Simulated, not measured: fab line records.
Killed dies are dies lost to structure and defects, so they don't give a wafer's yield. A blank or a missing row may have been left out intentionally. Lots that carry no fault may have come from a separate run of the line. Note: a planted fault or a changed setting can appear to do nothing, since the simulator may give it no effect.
Code-filled problem report in 8D (eight disciplines) form | flow ritCmos | the parts of the form that need people (team, actions taken, sign-off) are left out

1. THE ISSUE
Mean PWELL_TW at RIT_PWELL_TW_MEAS_10: 1086 over 6 wafers in 2 lots; fault-free wafers: 942, standard deviation 12. That is +12 standard deviations from the usual mean.
First seen on wafer L540.1, day 4 16:43, on filmMetro-02. The record has a number at this step for 42 wafers belonging to 14 lots. Rule for "out" (also "out of limits"): further than 4 standard deviations from the usual mean. All remaining wafers that have a number are taken as sound.

2. WHAT IT IS, AND WHAT IT ISN'T
question                    | is                     | is not
which readings at this step | PWELL_TW               | -
which lots                  | L540, L542             | L528, L529, L530, L531, L532, L534, L535, L536, L539, L545, L548, L549
which wafers of those lots  | all that have a number | -
read on which gauges        | filmMetro-02           | filmMetro-01, filmMetro-03
when                        | from day 4 16:43       | up to then (27 sound wafers); but 9 sound wafers of L545, L548, L549 came after

3. SUSPECTS, AND WHAT RULES EACH OUT
Counting: a tool at any process step up to the reading remains a suspect when it ran all the lots that are out and ran no sound lot after the first of those.
- the gauge at RIT_PWELL_TW_MEAS_10 has been ruled out. All the wafers that are out were read on filmMetro-02, but those of them that RIT_PWELL_IMPLANT_08 has rows for are out there too, on other tools.
- implanter-04 at RIT_PWELL_IMPLANT_08: kept. Every lot that is out went through it, starting with L540 (day 4 16:23), and after that it ran no sound lot; the last sound lot it ran before then is L534 (day 3 18:21). Out on those wafers are its own readings of doseIonsCm2, faradayCurrentUA.
After counting, what remains is implanter-04 at RIT_PWELL_IMPLANT_08.

4. THE CAUSE (what the simulator had put in)
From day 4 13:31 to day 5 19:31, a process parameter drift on implanter-04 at RIT_PWELL_IMPLANT_08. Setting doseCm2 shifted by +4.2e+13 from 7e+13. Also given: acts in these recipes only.
This tool alone remained once counting was done.

5. THE EFFECT CHAIN, in route order
Each row: a reading where the mean over the struck wafers with a number is more than 3 standard deviations away from the usual. Readings are gone through only where the record gives a usual standard deviation; hours: the median, over the lots, of the time from a lot's start at the first step in this table giving one to that lot's start at this step; sigmas: the change measured in usual standard deviations.
hours | step                     | reading          | usual        | on struck wafers | change | sigmas
0     | RIT_PWELL_IMPLANT_08     | doseIonsCm2      | 7e+13        | 1e+14            | +4e+13 | +99 or more
0     | RIT_PWELL_IMPLANT_08     | faradayCurrentUA | 222          | 354              | +132   | +28
0     | RIT_PWELL_TW_MEAS_10     | PWELL_TW         | 942          | 1086             | +144   | +12
6     | RIT_WELLDRIVE_RS_MEAS_02 | PWELL_RS         | 429.2 ohm/sq | 320.4            | -108.8 | -84
Here are the process steps it includes:
- RIT_PWELL_IMPLANT_08
Later measuring or inspecting steps at which every struck wafer that the step has a row for has a number for every such reading, and none has moved that far: RIT_PRETRO_TW_MEAS_10.

6. HOW IT WOULD HAVE BEEN CAUGHT EARLIER
3 hours passed between the start of the fault at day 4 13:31 and the first reading out of limits at a measuring or inspecting step in this record, taken at day 4 16:43.
At RIT_PWELL_IMPLANT_08, the tool's own readings (doseIonsCm2, faradayCurrentUA) were out on each struck wafer the step has a row for, so an alarm limit on them would have fired on the first such wafer.
L542, from the lots that are out (2), started RIT_PWELL_IMPLANT_08 on implanter-04 later than day 4 16:43. A tool hold placed at that time would have kept it from harm.
